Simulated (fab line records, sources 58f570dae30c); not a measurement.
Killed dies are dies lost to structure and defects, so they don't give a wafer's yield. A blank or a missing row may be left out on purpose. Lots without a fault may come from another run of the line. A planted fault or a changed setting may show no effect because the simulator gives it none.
Chamber matching | flow berkeley_cmos170 | UCB170_V2_ETCH_14 on rie_diel-02: 4 sister chambers
The step etches SiO2 in CHF3/CF4/Ar, stops on Al, target depth 1250 nm, time 291 s. 4 wafers are shown with their chamber, then 7 later ones without.

WAFERS WITH THEIR CHAMBER
wafer  | chamber | drypump_motor_current_A (A)
L146.2 | 3       | 5.6
L146.5 | 1       | 5.7
L153.1 | 2       | 6.2
L153.4 | 0       | 4.9

WAFERS WITHOUT THEIR CHAMBER
wafer  | drypump_motor_current_A (A)
L153.5 | 5.6
L154.1 | 5.6
L154.5 | 5.6
L154.6 | 6.2
L160.2 | 6.3
L160.3 | 5.6
L160.6 | 5.6

WHICH CHAMBER EACH WENT THROUGH
wafer  | from the rows above | in truth
L153.5 | 3                   | 3
L154.1 | 3                   | 3
L154.5 | 3                   | 3
L154.6 | 2                   | 2
L160.2 | 2                   | 2
L160.3 | 3                   | 3
L160.6 | 3                   | 3
Placed correctly: 7 of 7. Can't be placed from these rows: 0. Placed wrongly: 0.
How it was worked out, from the rows above alone: a wafer's distance from a chamber is the root of the sum, over the readings, of the square of ((its reading less the chamber's mean) divided by the reading's scatter). The wafer belongs to the nearest chamber; if the next one is less than 2 further off, it can't be placed. A chamber's mean is the mean of its shown wafers. The scatter: with one shown wafer a chamber, the root of the mean of the squares of how far each hidden wafer lies from its nearest shown one.
